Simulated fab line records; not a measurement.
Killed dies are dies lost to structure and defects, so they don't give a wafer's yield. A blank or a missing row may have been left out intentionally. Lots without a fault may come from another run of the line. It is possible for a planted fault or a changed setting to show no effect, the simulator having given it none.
2 desks, one fault | flow ritCmos | only its own numbers are on each desk; what lay behind them is given at the end

== METROLOGY DESK ==
What the gauges read, lot by lot, whatever tool the lot ran on: means of the sampled wafers that have a number. A lot is out of limits, marked OUT, if its mean lies more than 4 standard deviations from the usual mean; the brackets give that distance.
Columns: A = FOX1_OXIDE_THK at RIT_FOX1_THK_MEAS_01, usual 354 nm; B = FOX2_OXIDE_THK at RIT_FOX2_THK_MEAS_01, usual 353 nm; C = PLDD_RS at RIT_SDANNEAL_RS_MEAS_06, usual 179.2 ohm/sq
lot  | first seen here | A   | B   | C
L786 | day 1 16:59     | 345 | 357 | 179.2
L788 | day 2 04:11     | 343 | 353 | 179.2
L789 | day 2 08:50     | 358 | 345 | 179.0
L791 | day 2 17:52     | 347 | 344 | -
L792 | day 2 23:34     | 344 | 344 | 179.5
L793 | day 3 04:31     | 353 | 350 | -
L800 | day 4 15:26     | 357 | 357 | 178.4
L801 | day 4 20:44     | 357 | 357 | 179.2
L802 | day 5 00:53     | 351 | 355 | 179.4
L804 | day 5 12:51     | 358 | 341 | 179.1
L805 | day 5 18:43     | 358 | 351 | 179.0
L806 | day 5 21:31     | 361 | 351 | 178.5
L807 | day 6 03:22     | 362 | 367 | 179.6
L808 | day 6 07:14     | 346 | 356 | 178.7
Result from this desk: across the 14 lots, nothing is out of limits.

== TOOL OWNER'S DESK, implanter-04 ==
RIT_PLDD_IMPLANT_08, tool's own readings: per-lot mean of the sampled wafers with a number, covering each lot this tool ran. A lot is out of limits, marked OUT, if its mean lies more than 4 standard deviations from the usual mean; the brackets give that distance.
Columns: A = tiltDeg at RIT_PLDD_IMPLANT_08, usual 6.995 degrees
lot  | first seen here | A
L789 | day 3 09:53     | 7.013
L791 | day 3 20:55     | 7.578 (+32) OUT
L793 | day 4 06:02     | 7.601 (+34) OUT
L806 | day 7 03:26     | 6.967
L807 | day 7 07:17     | 7.007
This desk's finding: out of limits on L791, L793; first on L791, day 3 20:55 (tiltDeg at RIT_PLDD_IMPLANT_08). L789, L806, L807 stayed within limits.

== BROUGHT TOGETHER ==
On L791, L793, at day 3 20:55, an alarm was possible from the tool owner's desk.
The metrology desk saw nothing out of limits.
The metrology desk holds a record of L791, L793, inside its limits.
The lots listed all ran RIT_PLDD_IMPLANT_08 on implanter-04.

== WHAT WAS PUT IN BY THE SIMULATOR ==
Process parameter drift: implanter-04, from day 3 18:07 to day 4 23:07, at RIT_PLDD_IMPLANT_08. The setting tiltDeg was moved by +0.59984, starting from 7. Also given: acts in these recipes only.
Lots struck among those shown: L791, L793.
Hours from the fault's start to each desk's first reading out of limits: the tool owner's desk, 3.
